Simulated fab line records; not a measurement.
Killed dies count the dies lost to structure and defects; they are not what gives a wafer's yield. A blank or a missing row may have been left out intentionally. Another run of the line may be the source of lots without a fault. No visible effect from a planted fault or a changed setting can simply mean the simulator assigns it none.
fab line records :: flow berkeley-cmos170
record
  lots=14
  wafers=42
  last-day=14
route steps=331 shown SILICIDE@211
lots that met no fault: from a run of the same line without faults
start-h: start of the lot's first displayed wafer, in hours after the record's first day :: wait-h: time in hours since the lot's previous step :: " repeats the value in the row above :: L1.1+2: a single row standing in for several wafers :: - no value, or no start given :: * or withheld: withheld :: < > ~ a bound
route shown NAME@n: a module of which the file shows steps, and the number in the route of the first :: usual: mean/standard deviation of fault-free wafers :: same: alike in all rows :: chamber/n: place in a boat :: sites: each site's reading :: _std_site: standard deviation of those values :: _edge_site: the outer-site mean with the inner-site mean subtracted :: radius-mm: how far each site lies from the wafer's centre :: mask NAME#n: copy n :: behind: the tool/chamber that last shaped the wafer :: hold: why the lot was held/for how many hours/how that ended :: device: names the non-switching transistor (n, p or np) :: end of line: tests run on the same wafers once the route is complete :: where a step has no rows: the recipe by itself :: killed: at the first sort, the dies lost to defects and structure; wafer yield is something else :: map: a wafer's dies, marking killed ones x, the rest . and places with no die _
set.NAME: the setting that was run; set.NAME@STEP: the one run at that earlier step :: model.NAME: the simulator's own value behind a step, which no gauge read
a sample of lots followed through the steps of the route, with each step as a table and each wafer as a row
## steps
# step UCB170_SILICIDE_SPUTTER_01
# recipe
  material=Ti
  target-thk-nm=30
  time-s=25
  power-w=1500
  chamber-pressure-pa=0.5
# usual
  throttle-valve-pct=29.9/1
lot.wafer: L419.2
tool: pvd-sputter-02
chamber: -
start-h: 169.16
wait-h: 0.0
throttle-valve-pct: 28.6

lot.wafer: L419.4
tool: pvd-sputter-02
chamber: -
start-h: 169.16
wait-h: 0.0
throttle-valve-pct: 30.0

lot.wafer: L419.5
tool: pvd-sputter-02
chamber: -
start-h: 169.16
wait-h: 0.0
throttle-valve-pct: 28.7

lot.wafer: L420.2
tool: pvd-sputter-01
chamber: -
start-h: 186.82
wait-h: 0.0
throttle-valve-pct: 29.4

lot.wafer: L420.4
tool: pvd-sputter-01
chamber: -
start-h: 186.82
wait-h: 0.0
throttle-valve-pct: 28.8

lot.wafer: L420.5
tool: pvd-sputter-01
chamber: -
start-h: 186.82
wait-h: 0.0
throttle-valve-pct: 28.6

lot.wafer: L421.4
tool: pvd-sputter-02
chamber: -
start-h: 187.13
wait-h: 0.0
throttle-valve-pct: 32.1

lot.wafer: L421.5
tool: pvd-sputter-02
chamber: -
start-h: 187.13
wait-h: 0.0
throttle-valve-pct: 31.0

lot.wafer: L421.6
tool: pvd-sputter-02
chamber: -
start-h: 187.13
wait-h: 0.0
throttle-valve-pct: 28.7

lot.wafer: L423.2
tool: pvd-sputter-01
chamber: -
start-h: 187.65
wait-h: 0.0
throttle-valve-pct: 28.5

lot.wafer: L423.3
tool: pvd-sputter-01
chamber: -
start-h: 187.65
wait-h: 0.0
throttle-valve-pct: 29.8

lot.wafer: L423.5
tool: pvd-sputter-01
chamber: -
start-h: 187.65
wait-h: 0.0
throttle-valve-pct: 29.7

lot.wafer: L427.1
tool: pvd-sputter-02
chamber: -
start-h: 216.29
wait-h: 0.0
throttle-valve-pct: 28.4

lot.wafer: L427.2
tool: pvd-sputter-02
chamber: -
start-h: 216.29
wait-h: 0.0
throttle-valve-pct: 30.0

lot.wafer: L427.3
tool: pvd-sputter-02
chamber: -
start-h: 216.29
wait-h: 0.0
throttle-valve-pct: 32.4

lot.wafer: L426.1
tool: pvd-sputter-04
chamber: -
start-h: 216.62
wait-h: 0.0
throttle-valve-pct: 30.2

lot.wafer: L426.5
tool: pvd-sputter-04
chamber: -
start-h: 216.62
wait-h: 0.0
throttle-valve-pct: 29.5

lot.wafer: L426.6
tool: pvd-sputter-04
chamber: -
start-h: 216.62
wait-h: 0.0
throttle-valve-pct: 29.2

lot.wafer: L424.2
tool: pvd-sputter-01
chamber: -
start-h: 216.74
wait-h: 0.0
throttle-valve-pct: 29.4

lot.wafer: L424.3
tool: pvd-sputter-01
chamber: -
start-h: 216.74
wait-h: 0.0
throttle-valve-pct: 29.6

lot.wafer: L424.6
tool: pvd-sputter-01
chamber: -
start-h: 216.74
wait-h: 0.0
throttle-valve-pct: 31.1

lot.wafer: L428.1
tool: pvd-sputter-04
chamber: -
start-h: 227.04
wait-h: 0.0
throttle-valve-pct: 29.0

lot.wafer: L428.3
tool: pvd-sputter-04
chamber: -
start-h: 227.04
wait-h: 0.0
throttle-valve-pct: 29.6

lot.wafer: L428.5
tool: pvd-sputter-04
chamber: -
start-h: 227.04
wait-h: 0.0
throttle-valve-pct: 30.5

lot.wafer: L429.1
tool: pvd-sputter-01
chamber: -
start-h: 227.31
wait-h: 0.0
throttle-valve-pct: 30.9

lot.wafer: L429.4
tool: pvd-sputter-01
chamber: -
start-h: 227.31
wait-h: 0.0
throttle-valve-pct: 29.8

lot.wafer: L429.5
tool: pvd-sputter-01
chamber: -
start-h: 227.31
wait-h: 0.0
throttle-valve-pct: 31.2

lot.wafer: L431.2
tool: pvd-sputter-02
chamber: -
start-h: 239.21
wait-h: 0.0
throttle-valve-pct: 28.5

lot.wafer: L431.3
tool: pvd-sputter-02
chamber: -
start-h: 239.21
wait-h: 0.0
throttle-valve-pct: 30.7

lot.wafer: L431.6
tool: pvd-sputter-02
chamber: -
start-h: 239.21
wait-h: 0.0
throttle-valve-pct: 28.6

lot.wafer: L437.3
tool: pvd-sputter-01
chamber: -
start-h: 275.93
wait-h: 0.0
throttle-valve-pct: 29.8

lot.wafer: L437.4
tool: pvd-sputter-01
chamber: -
start-h: 275.93
wait-h: 0.0
throttle-valve-pct: 29.3

lot.wafer: L437.5
tool: pvd-sputter-01
chamber: -
start-h: 275.93
wait-h: 0.0
throttle-valve-pct: 29.7

lot.wafer: L436.2
tool: pvd-sputter-04
chamber: -
start-h: 276.42
wait-h: 0.0
throttle-valve-pct: 30.4

lot.wafer: L436.3
tool: pvd-sputter-04
chamber: -
start-h: 276.42
wait-h: 0.0
throttle-valve-pct: 30.3

lot.wafer: L436.4
tool: pvd-sputter-04
chamber: -
start-h: 276.42
wait-h: 0.0
throttle-valve-pct: 28.7

lot.wafer: L439.2
tool: pvd-sputter-04
chamber: -
start-h: 287.76
wait-h: 0.0
throttle-valve-pct: 28.6

lot.wafer: L439.5
tool: pvd-sputter-04
chamber: -
start-h: 287.76
wait-h: 0.0
throttle-valve-pct: 30.4

lot.wafer: L439.6
tool: pvd-sputter-04
chamber: -
start-h: 287.76
wait-h: 0.0
throttle-valve-pct: 28.7

lot.wafer: L442.1
tool: pvd-sputter-01
chamber: -
start-h: 303.14
wait-h: 0.0
throttle-valve-pct: 31.1

lot.wafer: L442.2
tool: pvd-sputter-01
chamber: -
start-h: 303.14
wait-h: 0.0
throttle-valve-pct: 29.3

lot.wafer: L442.4
tool: pvd-sputter-01
chamber: -
start-h: 303.14
wait-h: 0.0
throttle-valve-pct: 29.3
# step UCB170_SILICIDE_RS_MEAS_02
# recipe
  thk-meas-gauge=four-point-probe
  reads=Ti_of_SILICIDE_SPUTTER_01
# usual
  SILICIDE_TI_RS=26.20/0.26
lot.wafer: L419.2
tool: film-metro-01
chamber: -
start-h: 169.21
wait-h: 0.0
SILICIDE_TI_RS[ohm/sq]: 26.52

lot.wafer: L419.4
tool: film-metro-01
chamber: -
start-h: 169.21
wait-h: 0.0
SILICIDE_TI_RS[ohm/sq]: 26.22

lot.wafer: L419.5
tool: film-metro-01
chamber: -
start-h: 169.21
wait-h: 0.0
SILICIDE_TI_RS[ohm/sq]: 26.41

lot.wafer: L420.2
tool: film-metro-02
chamber: -
start-h: 186.87
wait-h: 0.0
SILICIDE_TI_RS[ohm/sq]: 26.30

lot.wafer: L420.4
tool: film-metro-02
chamber: -
start-h: 186.87
wait-h: 0.0
SILICIDE_TI_RS[ohm/sq]: 26.36

lot.wafer: L420.5
tool: film-metro-02
chamber: -
start-h: 186.87
wait-h: 0.0
SILICIDE_TI_RS[ohm/sq]: 26.58

lot.wafer: L421.4
tool: film-metro-01
chamber: -
start-h: 187.23
wait-h: 0.1
SILICIDE_TI_RS[ohm/sq]: 26.13

lot.wafer: L421.5
tool: film-metro-01
chamber: -
start-h: 187.23
wait-h: 0.1
SILICIDE_TI_RS[ohm/sq]: 25.85

lot.wafer: L421.6
tool: film-metro-01
chamber: -
start-h: 187.23
wait-h: 0.1
SILICIDE_TI_RS[ohm/sq]: 26.12

lot.wafer: L423.2
tool: film-metro-02
chamber: -
start-h: 187.70
wait-h: 0.0
SILICIDE_TI_RS[ohm/sq]: 26.38

lot.wafer: L423.3
tool: film-metro-02
chamber: -
start-h: 187.70
wait-h: 0.0
SILICIDE_TI_RS[ohm/sq]: 26.35

lot.wafer: L423.5
tool: film-metro-02
chamber: -
start-h: 187.70
wait-h: 0.0
SILICIDE_TI_RS[ohm/sq]: 26.30

lot.wafer: L427.1
tool: film-metro-03
chamber: -
start-h: 216.43
wait-h: 0.1
SILICIDE_TI_RS[ohm/sq]: 26.33

lot.wafer: L427.2
tool: film-metro-03
chamber: -
start-h: 216.43
wait-h: 0.1
SILICIDE_TI_RS[ohm/sq]: 26.11

lot.wafer: L427.3
tool: film-metro-03
chamber: -
start-h: 216.43
wait-h: 0.1
SILICIDE_TI_RS[ohm/sq]: 26.26

lot.wafer: L426.1
tool: film-metro-01
chamber: -
start-h: 216.65
wait-h: 0.0
SILICIDE_TI_RS[ohm/sq]: 26.54

lot.wafer: L426.5
tool: film-metro-01
chamber: -
start-h: 216.65
wait-h: 0.0
SILICIDE_TI_RS[ohm/sq]: 26.25

lot.wafer: L426.6
tool: film-metro-01
chamber: -
start-h: 216.65
wait-h: 0.0
SILICIDE_TI_RS[ohm/sq]: 26.23

lot.wafer: L424.2
tool: film-metro-03
chamber: -
start-h: 216.79
wait-h: 0.0
SILICIDE_TI_RS[ohm/sq]: 26.23

lot.wafer: L424.3
tool: film-metro-03
chamber: -
start-h: 216.79
wait-h: 0.0
SILICIDE_TI_RS[ohm/sq]: 25.88

lot.wafer: L424.6
tool: film-metro-03
chamber: -
start-h: 216.79
wait-h: 0.0
SILICIDE_TI_RS[ohm/sq]: 26.00

lot.wafer: L428.1
tool: film-metro-03
chamber: -
start-h: 227.07
wait-h: 0.0
SILICIDE_TI_RS[ohm/sq]: 26.15

lot.wafer: L428.3
tool: film-metro-03
chamber: -
start-h: 227.07
wait-h: 0.0
SILICIDE_TI_RS[ohm/sq]: 26.00

lot.wafer: L428.5
tool: film-metro-03
chamber: -
start-h: 227.07
wait-h: 0.0
SILICIDE_TI_RS[ohm/sq]: 26.07

lot.wafer: L429.1
tool: film-metro-02
chamber: -
start-h: 227.34
wait-h: 0.0
SILICIDE_TI_RS[ohm/sq]: 26.17

lot.wafer: L429.4
tool: film-metro-02
chamber: -
start-h: 227.34
wait-h: 0.0
SILICIDE_TI_RS[ohm/sq]: 26.32

lot.wafer: L429.5
tool: film-metro-02
chamber: -
start-h: 227.34
wait-h: 0.0
SILICIDE_TI_RS[ohm/sq]: 26.29

lot.wafer: L431.2
tool: film-metro-03
chamber: -
start-h: 239.26
wait-h: 0.0
SILICIDE_TI_RS[ohm/sq]: 26.20

lot.wafer: L431.3
tool: film-metro-03
chamber: -
start-h: 239.26
wait-h: 0.0
SILICIDE_TI_RS[ohm/sq]: 25.96

lot.wafer: L431.6
tool: film-metro-03
chamber: -
start-h: 239.26
wait-h: 0.0
SILICIDE_TI_RS[ohm/sq]: 26.36

lot.wafer: L437.3
tool: film-metro-03
chamber: -
start-h: 276.01
wait-h: 0.1
SILICIDE_TI_RS[ohm/sq]: 25.95

lot.wafer: L437.4
tool: film-metro-03
chamber: -
start-h: 276.01
wait-h: 0.1
SILICIDE_TI_RS[ohm/sq]: 25.98

lot.wafer: L437.5
tool: film-metro-03
chamber: -
start-h: 276.01
wait-h: 0.1
SILICIDE_TI_RS[ohm/sq]: 26.03

lot.wafer: L436.2
tool: film-metro-03
chamber: -
start-h: 276.47
wait-h: 0.0
SILICIDE_TI_RS[ohm/sq]: 39.97

lot.wafer: L436.3
tool: film-metro-03
chamber: -
start-h: 276.47
wait-h: 0.0
SILICIDE_TI_RS[ohm/sq]: 38.89

lot.wafer: L436.4
tool: film-metro-03
chamber: -
start-h: 276.47
wait-h: 0.0
SILICIDE_TI_RS[ohm/sq]: 39.31

lot.wafer: L439.2
tool: film-metro-01
chamber: -
start-h: 287.81
wait-h: 0.0
SILICIDE_TI_RS[ohm/sq]: 38.20

lot.wafer: L439.5
tool: film-metro-01
chamber: -
start-h: 287.81
wait-h: 0.0
SILICIDE_TI_RS[ohm/sq]: 37.72

lot.wafer: L439.6
tool: film-metro-01
chamber: -
start-h: 287.81
wait-h: 0.0
SILICIDE_TI_RS[ohm/sq]: 38.63

lot.wafer: L442.1
tool: film-metro-03
chamber: -
start-h: 303.17
wait-h: 0.0
SILICIDE_TI_RS[ohm/sq]: 25.67

lot.wafer: L442.2
tool: film-metro-03
chamber: -
start-h: 303.17
wait-h: 0.0
SILICIDE_TI_RS[ohm/sq]: 26.16

lot.wafer: L442.4
tool: film-metro-03
chamber: -
start-h: 303.17
wait-h: 0.0
SILICIDE_TI_RS[ohm/sq]: 25.47
# step UCB170_SILICIDE_THK_MEAS_03
# recipe
  thk-meas-gauge=xrf
  reads=Ti_of_SILICIDE_SPUTTER_01
# usual
  SILICIDE_TI_THK=30.49/0.29
lot.wafer: L419.2
tool: film-metro-01
chamber: -
start-h: 169.32
wait-h: 0.1
SILICIDE_TI_THK[nm]: 30.05

lot.wafer: L419.4
tool: film-metro-01
chamber: -
start-h: 169.32
wait-h: 0.1
SILICIDE_TI_THK[nm]: 30.38

lot.wafer: L419.5
tool: film-metro-01
chamber: -
start-h: 169.32
wait-h: 0.1
SILICIDE_TI_THK[nm]: 30.08

lot.wafer: L420.2
tool: film-metro-02
chamber: -
start-h: 186.98
wait-h: 0.1
SILICIDE_TI_THK[nm]: 30.47

lot.wafer: L420.4
tool: film-metro-02
chamber: -
start-h: 186.98
wait-h: 0.1
SILICIDE_TI_THK[nm]: 30.35

lot.wafer: L420.5
tool: film-metro-02
chamber: -
start-h: 186.98
wait-h: 0.1
SILICIDE_TI_THK[nm]: 30.10

lot.wafer: L421.4
tool: film-metro-01
chamber: -
start-h: 187.32
wait-h: 0.1
SILICIDE_TI_THK[nm]: 30.60

lot.wafer: L421.5
tool: film-metro-01
chamber: -
start-h: 187.32
wait-h: 0.1
SILICIDE_TI_THK[nm]: 30.69

lot.wafer: L421.6
tool: film-metro-01
chamber: -
start-h: 187.32
wait-h: 0.1
SILICIDE_TI_THK[nm]: 30.42

lot.wafer: L423.2
tool: film-metro-02
chamber: -
start-h: 187.81
wait-h: 0.1
SILICIDE_TI_THK[nm]: 30.30

lot.wafer: L423.3
tool: film-metro-02
chamber: -
start-h: 187.81
wait-h: 0.1
SILICIDE_TI_THK[nm]: 30.38

lot.wafer: L423.5
tool: film-metro-02
chamber: -
start-h: 187.81
wait-h: 0.1
SILICIDE_TI_THK[nm]: 30.27

lot.wafer: L427.1
tool: film-metro-03
chamber: -
start-h: 216.55
wait-h: 0.1
SILICIDE_TI_THK[nm]: 30.50

lot.wafer: L427.2
tool: film-metro-03
chamber: -
start-h: 216.55
wait-h: 0.1
SILICIDE_TI_THK[nm]: 30.67

lot.wafer: L427.3
tool: film-metro-03
chamber: -
start-h: 216.55
wait-h: 0.1
SILICIDE_TI_THK[nm]: 30.55

lot.wafer: L426.1
tool: film-metro-01
chamber: -
start-h: 216.77
wait-h: 0.1
SILICIDE_TI_THK[nm]: 30.20

lot.wafer: L426.5
tool: film-metro-01
chamber: -
start-h: 216.77
wait-h: 0.1
SILICIDE_TI_THK[nm]: 30.37

lot.wafer: L426.6
tool: film-metro-01
chamber: -
start-h: 216.77
wait-h: 0.1
SILICIDE_TI_THK[nm]: 30.44

lot.wafer: L424.2
tool: film-metro-03
chamber: -
start-h: 216.90
wait-h: 0.1
SILICIDE_TI_THK[nm]: 30.43

lot.wafer: L424.3
tool: film-metro-03
chamber: -
start-h: 216.90
wait-h: 0.1
SILICIDE_TI_THK[nm]: 30.81

lot.wafer: L424.6
tool: film-metro-03
chamber: -
start-h: 216.90
wait-h: 0.1
SILICIDE_TI_THK[nm]: 30.53

lot.wafer: L428.1
tool: film-metro-03
chamber: -
start-h: 227.19
wait-h: 0.1
SILICIDE_TI_THK[nm]: 30.41

lot.wafer: L428.3
tool: film-metro-03
chamber: -
start-h: 227.19
wait-h: 0.1
SILICIDE_TI_THK[nm]: 30.80

lot.wafer: L428.5
tool: film-metro-03
chamber: -
start-h: 227.19
wait-h: 0.1
SILICIDE_TI_THK[nm]: 30.61

lot.wafer: L429.1
tool: film-metro-02
chamber: -
start-h: 227.46
wait-h: 0.1
SILICIDE_TI_THK[nm]: 30.69

lot.wafer: L429.4
tool: film-metro-02
chamber: -
start-h: 227.46
wait-h: 0.1
SILICIDE_TI_THK[nm]: 30.42

lot.wafer: L429.5
tool: film-metro-02
chamber: -
start-h: 227.46
wait-h: 0.1
SILICIDE_TI_THK[nm]: 30.55

lot.wafer: L431.2
tool: film-metro-03
chamber: -
start-h: 239.37
wait-h: 0.1
SILICIDE_TI_THK[nm]: 30.38

lot.wafer: L431.3
tool: film-metro-03
chamber: -
start-h: 239.37
wait-h: 0.1
SILICIDE_TI_THK[nm]: 30.79

lot.wafer: L431.6
tool: film-metro-03
chamber: -
start-h: 239.37
wait-h: 0.1
SILICIDE_TI_THK[nm]: 30.18

lot.wafer: L437.3
tool: film-metro-03
chamber: -
start-h: 276.11
wait-h: 0.1
SILICIDE_TI_THK[nm]: 30.76

lot.wafer: L437.4
tool: film-metro-03
chamber: -
start-h: 276.11
wait-h: 0.1
SILICIDE_TI_THK[nm]: 30.75

lot.wafer: L437.5
tool: film-metro-03
chamber: -
start-h: 276.11
wait-h: 0.1
SILICIDE_TI_THK[nm]: 30.66

lot.wafer: L436.2
tool: film-metro-03
chamber: -
start-h: 276.58
wait-h: 0.1
SILICIDE_TI_THK[nm]: 21.33

lot.wafer: L436.3
tool: film-metro-03
chamber: -
start-h: 276.58
wait-h: 0.1
SILICIDE_TI_THK[nm]: 21.83

lot.wafer: L436.4
tool: film-metro-03
chamber: -
start-h: 276.58
wait-h: 0.1
SILICIDE_TI_THK[nm]: 21.70

lot.wafer: L439.2
tool: film-metro-01
chamber: -
start-h: 287.92
wait-h: 0.1
SILICIDE_TI_THK[nm]: 22.21

lot.wafer: L439.5
tool: film-metro-01
chamber: -
start-h: 287.92
wait-h: 0.1
SILICIDE_TI_THK[nm]: 22.47

lot.wafer: L439.6
tool: film-metro-01
chamber: -
start-h: 287.92
wait-h: 0.1
SILICIDE_TI_THK[nm]: 21.98

lot.wafer: L442.1
tool: film-metro-03
chamber: -
start-h: 303.29
wait-h: 0.1
SILICIDE_TI_THK[nm]: 31.15

lot.wafer: L442.2
tool: film-metro-03
chamber: -
start-h: 303.29
wait-h: 0.1
SILICIDE_TI_THK[nm]: 30.53

lot.wafer: L442.4
tool: film-metro-03
chamber: -
start-h: 303.29
wait-h: 0.1
SILICIDE_TI_THK[nm]: 31.14
## key
first-sign
  step=UCB170_SILICIDE_RS_MEAS_02
  reading=SILICIDE_TI_RS
  direction=up
  sigmas=48
  usual=26.20
  struck=38.79
effect
  step=UCB170_SILICIDE_THK_MEAS_03
  reading=SILICIDE_TI_THK
  direction=down
  sigmas=30
  usual=30.49
  struck=21.92
met-at UCB170_SILICIDE_SPUTTER_01
struck-lots L436,L439
tester-left-out L436,L439
onset-between 227.04 276.42
fault
  kind=process-parameter-drift
  tool=pvd-sputter-04
  chamber=-
  onset-h=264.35
  steps=UCB170_SILICIDE_SPUTTER_01
  channel=target-thk-nm
  offset=-8.3261
  shape=step
  end-h=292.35
  acts-in=these-recipes-only
  stated=30
# tester-left-out: of these lots the tester's yield and bins aren't shown, on N5 and GAA mostly nor the transistor test; their killed dies are dies lost to structure and defects alone, not to doping, threshold or leakage, so they don't give the yield
